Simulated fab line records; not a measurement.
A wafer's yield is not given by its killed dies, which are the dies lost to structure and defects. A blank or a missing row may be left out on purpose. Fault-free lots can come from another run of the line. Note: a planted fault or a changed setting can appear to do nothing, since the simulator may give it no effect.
Which tool is to blame?    flow ritCmos    7 lots, 21 wafers sampled, at 2 steps of a route of 202

== WHAT EACH GAUGE READ, for each wafer ==
RIT_PSD_OVL_MEAS_06.
lot   measured     on          PSD_OVL (nm)
L923  day 3 10:03  overlay-01  -1.4 -1.9 -0.9
L925  day 3 16:28  overlay-01  0.6 0.9 1.2
L927  day 4 06:10  overlay-02  -1.1 -0.3 1.2
L930  day 4 18:32  overlay-02  1.9 1.9 3.2
L935  day 5 17:47  overlay-01  132.5 132.6 132.9
L943  day 7 11:08  overlay-02  1.4 0.5 0.8
L945  day 7 20:43  overlay-01  1.7 0.1 1.2

== TOOL THAT RAN EACH LOT (tool first, then ch and the chambers of the sampled wafers, then the start) ==
lot   RIT_PSD_EXPOSE_03
L923  ilineStepper-01 ch 0, day 3 09:41
L925  ilineStepper-01 ch 0, day 3 15:54
L927  ilineStepper-02 ch 0, day 4 05:48
L930  ilineStepper-02 ch 0, day 4 18:08
L935  ilineStepper-01 ch 0, day 5 17:23
L943  ilineStepper-02 ch 0, day 7 10:44
L945  ilineStepper-02 ch 0, day 7 20:20
- RIT_PSD_EXPOSE_03: exposes mask M10, target cd 40900 nm.

== THE ANSWER, worked out from the rows above alone ==
Rule: the usual values come from the lots themselves. The widest of any qualifying gaps counts: lots, ordered by their means at a reading, are off when they make up no more than a third of the lots, leave a main group of 4 or more, and stand apart from it by 3 or more times the standard deviation of that group's means. A main group is skipped when, at the precision printed for the reading in the tables above, its means are all equal. A lot without any number at a reading at which 4 lots or more have one is off too. All remaining lots with rows at the step are treated as sound.
Off: at RIT_PSD_OVL_MEAS_06 (PSD_OVL), L935. For the main group the mean is 0.6 nm and the standard deviation 1.1.
A tool fits if, at a process step before that reading, it ran every lot that is off, and no sound lot after the first of them. Gauges at RIT_PSD_OVL_MEAS_06: tried the same way as those tools. One fits: ilineStepper-01 at RIT_PSD_EXPOSE_03. A fault onset in the window from L925 (day 3 15:54, its last sound lot) to L935 (day 5 17:23, its first lot off) fits.

== WHAT THE SIMULATOR HAD INSERTED ==
Scanner matching overlay: ilineStepper-01, from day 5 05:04 on, at RIT_PSD_EXPOSE_03. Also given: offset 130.
Shown lots that were struck: L935. The rule above found the same.
